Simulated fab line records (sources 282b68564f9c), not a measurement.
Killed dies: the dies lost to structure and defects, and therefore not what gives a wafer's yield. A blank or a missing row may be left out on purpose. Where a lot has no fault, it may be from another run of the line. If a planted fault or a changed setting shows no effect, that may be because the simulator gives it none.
fab line records	flow ritCmos
record: lots: 14	wafers: 42	lastDay: 8
route steps=202 shown ACTIVE@1 FOX2@23 GATE@83 M1@202
lots that met no fault: from a run of the same line without faults
startH: the number of hours between the record's first day and the start of the first shown wafer of the lot	waitH: time in hours since the lot's previous step	" identical to the entry in the row above	L1.1+2: one row covering several wafers at once	- no value, or no start given	* or withheld: withheld	< > ~ a bound
route shown NAME@n: names a module that has steps shown in the file, with the first one's number in the route	usual: the fault-free wafers' mean and standard deviation	same: alike in all rows	chamber/n: place in a boat	sites: readings site by site	_std_site: standard deviation of those values	_edge_site: mean of outer sites minus mean of inner sites	radiusMm: how far each site lies from the wafer's centre	mask NAME#n: copy n	behind: the last tool/chamber to shape the wafer	hold: why the lot was held/for how many hours/how that ended	device: the n, p or np transistor that did not switch	end of line: the tests these same wafers got at the end of their route	step lacking rows: just its recipe	killed: the dies lost at the first sort to structure and to defects; this is not the yield of the wafer	map: dies across one wafer; x = killed, . = not, _ = none there
set.NAME: the setting the step ran with; set.NAME@STEP: the setting that earlier step ran with	model.NAME: the simulator's own value behind a step, which no gauge read
a sample of lots followed through the steps of the route, with each step as a table and each wafer as a row
services: when a tool's chamber went out of use (startH, in hours from the record's first day, below 0 if earlier), for how many hours, and the reason
== steps ==
step: RIT_ACTIVE_BOW_MEAS_00
recipe: mode: bow
usual: INCOMING_BOW: 0/7.1
lot.wafer	tool	chamber	startH	waitH	INCOMING_BOW[um]
L480.3	filmMetro-04	-	10.04	-	-14
L480.5	"	-	"	"	-3
L480.6	"	-	"	"	3
L481.1	filmMetro-01	-	15.00	-	4
L481.2	"	-	"	"	-6
L481.5	"	-	"	"	-10
L482.1	filmMetro-02	-	20.00	-	3
L482.4	"	-	"	"	10
L482.5	"	-	"	"	-7
L485.1	filmMetro-02	-	35.00	-	0
L485.3	"	-	"	"	7
L485.5	"	-	"	"	2
L486.1	filmMetro-04	-	40.00	-	1
L486.2	"	-	"	"	7
L486.4	"	-	"	"	11
L487.1	filmMetro-02	-	45.00	-	-14
L487.3	"	-	"	"	2
L487.6	"	-	"	"	9
L488.1	filmMetro-01	-	50.00	-	-2
L488.2	"	-	"	"	-4
L488.4	"	-	"	"	8
L491.1	filmMetro-02	-	65.00	-	-7
L491.3	"	-	"	"	-6
L491.6	"	-	"	"	-6
L495.1	filmMetro-01	-	85.00	-	10
L495.4	"	-	"	"	12
L495.5	"	-	"	"	0
L497.1	filmMetro-01	-	95.00	-	10
L497.4	"	-	"	"	-2
L497.6	"	-	"	"	18
L499.1	filmMetro-01	-	105.00	-	2
L499.2	"	-	"	"	-2
L499.3	"	-	"	"	3
L500.2	filmMetro-02	-	110.02	-	5
L500.3	"	-	"	"	3
L500.5	"	-	"	"	-4
L502.3	filmMetro-04	-	120.04	-	-3
L502.4	"	-	"	"	2
L502.5	"	-	"	"	-2
L503.1	filmMetro-02	-	125.00	-	-8
L503.2	"	-	"	"	-5
L503.3	"	-	"	"	-9
step: RIT_FOX2_OXIDATION_00
recipe: tempC: 1100	ambient: H2O	targetThkA: 3507	pH2oTorr: 720	oxTimeS: 1130
lot.wafer	tool	chamber	startH	waitH
L480.3+5+6	furnace-04	0	23.50	1.8
L481.1+2+5	furnace-04	0	28.31	2.0
L482.1+4+5	furnace-04	0	34.19	3.1
L485.1+3+5	furnace-04	0	45.67	1.0
L486.1+2+4	furnace-04	0	53.15	2.4
L487.1+3+6	furnace-01	0	57.41	0.9
L488.1+2+4	furnace-04	0	60.79	0.0
L491.1+3+6	furnace-01	0	74.88	0.0
L495.1+4+5	furnace-04	0	94.29	0.7
L497.1+4+6	furnace-03	0	104.88	0.5
L499.1+2+3	furnace-03	0	119.36	2.6
L500.2+3+5	furnace-03	0	122.86	0.7
L502.3+4+5	furnace-03	0	130.33	1.5
L503.1+2+3	furnace-03	0	137.44	1.8
step: RIT_FOX2_THK_MEAS_01
recipe: reads: SiO2_of_FOX2_OXIDATION_00
usual: FOX2_OXIDE_THK: 349/6
lot.wafer	tool	chamber	startH	waitH	FOX2_OXIDE_THK[nm]
L480.3	filmMetro-04	-	24.83	0.0	354
L480.5	"	-	"	"	350
L480.6	"	-	"	"	356
L481.1	filmMetro-03	-	29.62	0.0	344
L481.2	"	-	"	"	353
L481.5	"	-	"	"	353
L482.1	filmMetro-04	-	35.51	0.0	358
L482.4	"	-	"	"	356
L482.5	"	-	"	"	356
L485.1	filmMetro-02	-	46.99	0.0	354
L485.3	"	-	"	"	354
L485.5	"	-	"	"	348
L486.1	filmMetro-03	-	54.46	0.0	347
L486.2	"	-	"	"	353
L486.4	"	-	"	"	354
L487.1	filmMetro-03	-	58.72	0.0	357
L487.3	"	-	"	"	365
L487.6	"	-	"	"	359
L488.1	filmMetro-03	-	62.11	0.0	439
L488.2	"	-	"	"	442
L488.4	"	-	"	"	444
L491.1	filmMetro-02	-	76.19	0.0	336
L491.3	"	-	"	"	339
L491.6	"	-	"	"	334
L495.1	filmMetro-02	-	95.60	0.0	445
L495.4	"	-	"	"	444
L495.5	"	-	"	"	439
L497.1	filmMetro-04	-	106.19	0.0	352
L497.4	"	-	"	"	352
L497.6	"	-	"	"	355
L499.1	filmMetro-03	-	120.67	0.0	341
L499.2	"	-	"	"	340
L499.3	"	-	"	"	344
L500.2	filmMetro-02	-	124.18	0.0	341
L500.3	"	-	"	"	344
L500.5	"	-	"	"	346
L502.3	filmMetro-04	-	131.66	0.0	339
L502.4	"	-	"	"	344
L502.5	"	-	"	"	339
L503.1	filmMetro-02	-	138.75	0.0	348
L503.2	"	-	"	"	345
L503.3	"	-	"	"	352
step: RIT_FOX2_THK_MEAS_90
recipe: reads: SiO2_of_FOX2_OXIDATION_00
usual: FIELD_OXIDE_LEFT_1_THK: 322/6.1
lot.wafer	tool	chamber	startH	waitH	FIELD_OXIDE_LEFT_1_THK[nm]
L480.3	filmMetro-02	-	25.77	0.0	327
L480.5	"	-	"	"	323
L480.6	"	-	"	"	329
L481.1	filmMetro-02	-	30.50	0.0	317
L481.2	"	-	"	"	326
L481.5	"	-	"	"	326
L482.1	filmMetro-03	-	36.38	0.0	330
L482.4	"	-	"	"	328
L482.5	"	-	"	"	329
L485.1	filmMetro-03	-	47.86	0.0	326
L485.3	"	-	"	"	327
L485.5	"	-	"	"	321
L486.1	filmMetro-03	-	55.34	0.0	320
L486.2	"	-	"	"	325
L486.4	"	-	"	"	327
L487.1	filmMetro-03	-	59.60	0.0	330
L487.3	"	-	"	"	338
L487.6	"	-	"	"	332
L488.1	filmMetro-03	-	62.98	0.0	412
L488.2	"	-	"	"	415
L488.4	"	-	"	"	417
L491.1	filmMetro-02	-	77.07	0.0	308
L491.3	"	-	"	"	312
L491.6	"	-	"	"	307
L495.1	filmMetro-02	-	96.48	0.0	417
L495.4	"	-	"	"	416
L495.5	"	-	"	"	411
L497.1	filmMetro-04	-	107.07	0.0	324
L497.4	"	-	"	"	325
L497.6	"	-	"	"	327
L499.1	filmMetro-03	-	121.55	0.0	314
L499.2	"	-	"	"	313
L499.3	"	-	"	"	317
L500.2	filmMetro-04	-	125.06	0.0	313
L500.3	"	-	"	"	317
L500.5	"	-	"	"	319
L502.3	filmMetro-03	-	132.54	0.0	312
L502.4	"	-	"	"	316
L502.5	"	-	"	"	312
L503.1	filmMetro-04	-	139.63	0.0	320
L503.2	"	-	"	"	318
L503.3	"	-	"	"	324
step: RIT_FOX2_THK_MEAS_91
recipe: reads: SiO2_of_FOX2_OXIDATION_00
usual: FIELD_OXIDE_LEFT_2_THK: 254/6.2
lot.wafer	tool	chamber	startH	waitH	FIELD_OXIDE_LEFT_2_THK[nm]
L480.3	filmMetro-03	-	39.09	0.0	260
L480.5	"	-	"	"	256
L480.6	"	-	"	"	262
L481.1	filmMetro-04	-	44.81	0.0	249
L481.2	"	-	"	"	258
L481.5	"	-	"	"	257
L482.1	filmMetro-03	-	49.98	0.0	262
L482.4	"	-	"	"	260
L482.5	"	-	"	"	261
L485.1	filmMetro-03	-	62.30	0.0	259
L485.3	"	-	"	"	259
L485.5	"	-	"	"	253
L486.1	filmMetro-02	-	67.81	0.0	252
L486.2	"	-	"	"	258
L486.4	"	-	"	"	259
L487.1	filmMetro-03	-	74.26	0.0	261
L487.3	"	-	"	"	269
L487.6	"	-	"	"	263
L488.1	filmMetro-04	-	78.20	0.0	344
L488.2	"	-	"	"	347
L488.4	"	-	"	"	349
L491.1	filmMetro-04	-	91.96	0.0	240
L491.3	"	-	"	"	242
L491.6	"	-	"	"	238
L495.1	filmMetro-04	-	108.92	0.0	349
L495.4	"	-	"	"	349
L495.5	"	-	"	"	343
L497.1	filmMetro-03	-	123.44	0.0	257
L497.4	"	-	"	"	257
L497.6	"	-	"	"	260
L499.1	filmMetro-02	-	134.29	0.0	245
L499.2	"	-	"	"	244
L499.3	"	-	"	"	248
L500.2	filmMetro-04	-	137.65	0.0	244
L500.3	"	-	"	"	249
L500.5	"	-	"	"	251
L502.3	filmMetro-03	-	145.15	0.0	243
L502.4	"	-	"	"	249
L502.5	"	-	"	"	244
L503.1	filmMetro-03	-	153.88	0.0	252
L503.2	"	-	"	"	249
L503.3	"	-	"	"	255
step: RIT_GATE_THK_MEAS_07
recipe: reads: SiO2_of_GATE_OXIDATION_05
usual: GATE_OXIDE_THK: 3.00/0.072
lot.wafer	tool	chamber	startH	waitH	GATE_OXIDE_THK[nm]
L480.3	filmMetro-03	-	43.16	0.0	3.01
L480.5	"	-	"	"	3.08
L480.6	"	-	"	"	3.04
L481.1	filmMetro-04	-	49.22	0.0	3.04
L481.2	"	-	"	"	2.93
L481.5	"	-	"	"	2.91
L482.1	filmMetro-03	-	57.26	0.0	3.07
L482.4	"	-	"	"	3.11
L482.5	"	-	"	"	2.96
L485.1	filmMetro-03	-	68.77	0.0	3.07
L485.3	"	-	"	"	3.01
L485.5	"	-	"	"	3.04
L486.1	filmMetro-03	-	71.78	0.0	2.93
L486.2	"	-	"	"	2.97
L486.4	"	-	"	"	2.95
L487.1	filmMetro-04	-	76.30	0.0	2.94
L487.3	"	-	"	"	2.98
L487.6	"	-	"	"	3.01
L488.1	filmMetro-03	-	83.31	0.0	2.79
L488.2	"	-	"	"	2.84
L488.4	"	-	"	"	2.87
L491.1	filmMetro-04	-	96.17	0.0	2.87
L491.3	"	-	"	"	2.87
L491.6	"	-	"	"	2.85
L495.1	filmMetro-04	-	116.81	0.0	2.90
L495.4	"	-	"	"	2.91
L495.5	"	-	"	"	2.98
L497.1	filmMetro-02	-	126.06	0.0	2.98
L497.4	"	-	"	"	2.98
L497.6	"	-	"	"	3.04
L499.1	filmMetro-03	-	135.82	0.0	3.16
L499.2	"	-	"	"	3.09
L499.3	"	-	"	"	3.16
L500.2	filmMetro-02	-	140.42	0.0	3.00
L500.3	"	-	"	"	3.08
L500.5	"	-	"	"	3.08
L502.3	filmMetro-04	-	150.08	0.0	2.95
L502.4	"	-	"	"	2.95
L502.5	"	-	"	"	3.01
L503.1	filmMetro-02	-	157.80	0.0	3.10
L503.2	"	-	"	"	3.06
L503.3	"	-	"	"	3.04
step: RIT_GATE_STRIP_20
recipe: chemistry: O2	timeS: 180	resist: NOVOLAK	platenTempC: withheld	powerW: 500	pressureMtorr: 4000	o2FlowSccm: 4000
usual: drypumpMotorCurrentA: 5.6/0.37
lot.wafer	tool	chamber	startH	waitH	drypumpMotorCurrentA	rfHoursCounterH
L480.3	plasmaAsher-02	0	48.81	0.1	6.1	-
L480.5	"	1	"	"	5.3	-
L480.6	"	0	"	"	6.1	-
L481.1	plasmaAsher-01	1	52.22	0.1	5.5	24
L481.2	"	0	"	"	5.4	24
L481.5	"	0	"	"	5.4	-
L482.1	plasmaAsher-02	1	61.21	0.1	5.3	39
L482.4	"	1	"	"	5.3	-
L482.5	"	0	"	"	6.2	-
L485.1	plasmaAsher-02	1	72.84	0.1	5.2	40
L485.3	"	1	"	"	5.2	-
L485.5	"	1	"	"	5.3	-
L486.1	plasmaAsher-02	1	74.85	0.1	5.2	40
L486.2	"	0	"	"	6.1	40
L486.4	"	0	"	"	6.1	-
L487.1	plasmaAsher-01	0	79.55	0.1	5.4	27
L487.3	"	1	"	"	5.6	-
L487.6	"	0	"	"	5.4	-
L488.1	plasmaAsher-01	0	88.39	0.1	5.4	28
L488.2	"	1	"	"	5.6	28
L488.4	"	0	"	"	5.4	-
L491.1	plasmaAsher-01	1	100.19	0.1	5.6	29
L491.3	"	1	"	"	5.6	-
L491.6	"	1	"	"	5.6	-
L495.1	plasmaAsher-02	0	119.93	0.1	6.1	45
L495.4	"	0	"	"	6.1	-
L495.5	"	1	"	"	5.3	-
L497.1	plasmaAsher-02	0	129.19	0.1	6.1	46
L497.4	"	1	"	"	5.3	-
L497.6	"	1	"	"	5.3	-
L499.1	plasmaAsher-04	1	140.73	0.1	5.0	2
L499.2	"	0	"	"	5.9	2
L499.3	"	0	"	"	6.0	-
L500.2	plasmaAsher-02	0	144.48	0.1	6.1	48
L500.3	"	0	"	"	6.1	-
L500.5	"	1	"	"	5.3	-
L502.3	plasmaAsher-02	1	153.31	0.1	5.2	-
L502.4	"	0	"	"	6.1	-
L502.5	"	1	"	"	5.3	-
L503.1	plasmaAsher-02	1	161.80	0.1	5.3	50
L503.2	"	0	"	"	6.1	50
L503.3	"	0	"	"	6.1	-
step: RIT_M1_PROBE_99
usual: killedAtContacts: 0.1/0.27	killedAtFrontEnd: 6.5/2.8	killedDies: 6.6/2.8	killedOpen: 3.5/2	killedShort: 3.2/1.8
same: grossDies: 264	killed_at_M0_to_M3: 0	killed_at_M4_up: 0	killedAtBackSide: 0	killedAtOther: 0
lot.wafer	tool	chamber	startH	waitH	killedAtContacts	killedAtFrontEnd	killedDies	killedOpen	killedShort
L487.1	prober-01	-	101.49	0.1	0	7	7	5	2
L487.3	prober-01	-	101.59	0.2	0	4	4	1	3
L487.6	prober-01	-	101.74	0.2	0	7	7	4	3
L497.1	prober-02	-	152.33	0.1	0	3	3	0	3
L497.4	prober-02	-	152.48	0.2	0	7	7	5	2
L497.6	prober-02	-	152.58	0.2	0	8	8	3	5
L499.1	prober-02	-	161.46	0.1	0	10	10	6	4
L499.2	prober-02	-	161.51	0.1	0	2	2	1	1
L499.3	prober-02	-	161.56	0.2	0	10	10	6	4
L503.1	prober-02	-	181.39	0.1	0	2	2	2	0
L503.2	prober-02	-	181.44	0.1	0	5	5	2	3
L503.3	prober-02	-	181.49	0.2	0	2	2	1	1
killed by level:class
L487.1 GATE:geometricParticle:open=2 REOX:geometricParticle:open=1 SPACER:geometricParticle:open=1 SPACER:geometricParticle:short=1 SILICIDE:geometricParticle:open=1 SILICIDE:geometricParticle:short=1
L487.3 FOX1:geometricParticle:short=2 GATE:geometricParticle:open=1 GATE:geometricParticle:short=1
L487.6 FOX1:geometricParticle:short=1 FOX2:geometricParticle:open=1 FOX2:geometricParticle:short=1 GATE:geometricParticle:open=1 REOX:geometricParticle:open=1 SPACER:geometricParticle:short=1 SILICIDE:geometricParticle:open=1
L497.1 GATE:geometricParticle:short=2 SPACER:geometricParticle:short=1
L497.4 FOX1:geometricParticle:open=2 GATE:geometricParticle:open=2 FOX1:geometricParticle:short=1 GATE:geometricParticle:short=1 REOX:geometricParticle:open=1
L497.6 GATE:geometricParticle:open=3 GATE:geometricParticle:short=2 REOX:geometricParticle:short=2 FOX2:geometricParticle:short=1
L499.1 GATE:geometricParticle:open=3 GATE:geometricParticle:short=3 FOX1:geometricParticle:short=1 FOX2:geometricParticle:open=1 SPACER:geometricParticle:open=1 SILICIDE:geometricParticle:open=1
L499.2 GATE:geometricParticle:short=1 GATE:geometricParticle:open=1
L499.3 FOX1:geometricParticle:open=2 GATE:geometricParticle:short=2 SPACER:geometricParticle:open=2 FOX2:geometricParticle:short=1 GATE:geometricParticle:open=1 SPACER:geometricParticle:short=1 SILICIDE:geometricParticle:open=1
L503.1 FOX2:geometricParticle:open=1 REOX:geometricParticle:open=1
L503.2 FOX1:geometricParticle:short=1 GATE:geometricParticle:short=1 SPACER:geometricParticle:short=1 SPACER:geometricParticle:open=1 SILICIDE:geometricParticle:open=1
L503.3 GATE:geometricParticle:open=1 SPACER:geometricParticle:short=1
== services ==
tool	chamber	startH	hours	kind
furnace-03	-	1.71	3.1	pm
furnace-01	-	14.34	4.0	pm
furnace-01	-	25.38	3.6	pm
plasmaAsher-01	-	34.36	1.2	repair
furnace-01	-	105.04	13.4	pm
plasmaAsher-02	-	105.30	1.3	repair
plasmaAsher-04	-	108.75	9.0	pm
plasmaAsher-04	0	108.75	9.0	ventCycle
plasmaAsher-04	1	108.75	9.0	ventCycle
plasmaAsher-04	0	117.75	-	clean
plasmaAsher-04	1	117.75	-	clean
furnace-04	-	142.22	4.1	pm
== key ==
firstSign: step: RIT_FOX2_THK_MEAS_01	reading: FOX2_OXIDE_THK	direction: up	sigmas: 15	usual: 349	struck: 442
effect: step: RIT_FOX2_THK_MEAS_90	reading: FIELD_OXIDE_LEFT_1_THK	direction: up	sigmas: 15	usual: 322	struck: 415
effect: step: RIT_FOX2_THK_MEAS_91	reading: FIELD_OXIDE_LEFT_2_THK	direction: up	sigmas: 15	usual: 254	struck: 347
metAt RIT_FOX2_OXIDATION_00
struckLots L488,L495
testerLeftOut L488,L495
notActingAt RIT_ACTIVE_BOW_MEAS_00,RIT_GATE_THK_MEAS_07,RIT_GATE_STRIP_20
onsetBetween 53.15 60.79
fault: kind: processParameterDrift	tool: furnace-04	chamber: -	onsetH: 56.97	steps: RIT_FOX2_OXIDATION_00	channel: oxTimeS	offset: *	shape: step	endH: 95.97	actsIn: *	stated: *
testerLeftOut: of these lots the tester's yield and bins aren't shown, on N5 and GAA mostly nor the transistor test; their killed dies are dies lost to structure and defects alone, not to doping, threshold or leakage, so they don't give the yield
